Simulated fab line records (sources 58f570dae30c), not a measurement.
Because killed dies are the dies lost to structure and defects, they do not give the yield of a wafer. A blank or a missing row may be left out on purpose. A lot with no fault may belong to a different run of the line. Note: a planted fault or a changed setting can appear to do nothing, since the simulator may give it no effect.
Chamber matching | flow berkeley cmos170 | rie diel-03 running UCB170_GATE_ETCH_14: 4 sister chambers
The step etches BARC in N2/H2. 14 wafers are shown with their chamber, then 7 later ones without.

WAFERS PAIRED WITH THEIR CHAMBERS
wafer  | chamber | drypump motor current A (A) | throttle valve pct (%) | oes product au (a.u.)
L540.1 | 3       | 6.0                         | 13.23                  | 0.993
L540.2 | 0       | 5.2                         | 13.23                  | 1.012
L540.6 | 3       | 6.0                         | 13.21                  | 0.995
L542.1 | 0       | 5.3                         | 13.23                  | 1.025
L542.3 | 2       | 6.6                         | 13.16                  | 1.060
L542.5 | 1       | 6.0                         | 13.20                  | 1.009
L543.1 | 0       | 5.3                         | 13.23                  | 1.016
L543.4 | 1       | 5.9                         | 13.21                  | 0.991
L543.5 | 3       | 6.0                         | 13.21                  | 0.984
L545.2 | 1       | 6.0                         | 13.19                  | 0.987
L545.4 | 0       | 5.3                         | 13.23                  | 1.010
L545.6 | 3       | 6.0                         | 13.22                  | 0.984
L548.1 | 2       | 6.7                         | 13.16                  | 1.051
L548.2 | 1       | 6.0                         | 13.19                  | 0.998

SIGNATURES, as means of the wafers listed above
reading                 | chamber 0 | chamber 1 | chamber 2 | chamber 3 | scatter within a chamber
drypump motor current A | 5.275     | 5.975     | 6.650     | 6.000     | 0.0447
throttle valve pct      | 13.2300   | 13.1975   | 13.1600   | 13.2175   | 0.00742
oes product au          | 1.01575   | 0.99625   | 1.05550   | 0.98900   | 0.00744
Rule: for a wafer and a chamber, the distance is found by dividing, reading by reading, the gap between the wafer's reading and the chamber's mean by the reading's scatter, squaring, summing and taking the root. The wafer belongs to the nearest chamber; if the next one is less than 2 further off, it can't be placed. The scatter: take each reading less its chamber's mean, square it, sum over the shown wafers, divide by the number of wafers less the number of chambers, and take the root.

WAFERS WITH NO CHAMBER GIVEN
wafer  | drypump motor current A (A) | throttle valve pct (%) | oes product au (a.u.)
L548.5 | 6.0                         | 13.20                  | 1.000
L556.1 | 5.3                         | 13.21                  | 1.026
L556.2 | 6.0                         | 13.22                  | 1.008
L556.4 | 6.6                         | 13.16                  | 1.063
L561.1 | 5.3                         | 13.24                  | 1.022
L561.3 | 6.7                         | 13.15                  | 1.051
L561.4 | 6.0                         | 13.22                  | 1.003

CHAMBER TAKEN BY EACH
wafer  | from the rows above     | in truth
L548.5 | can't be placed: 1 or 3 | 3
L556.1 | 0                       | 0
L556.2 | can't be placed: 3 or 1 | 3
L556.4 | 2                       | 2
L561.1 | 0                       | 0
L561.3 | 2                       | 2
L561.4 | can't be placed: 3 or 1 | 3
Correct placement for 4 of the 7. These rows do not allow placing 3 (true chamber among the candidates in 3). Number placed wrongly: 0.
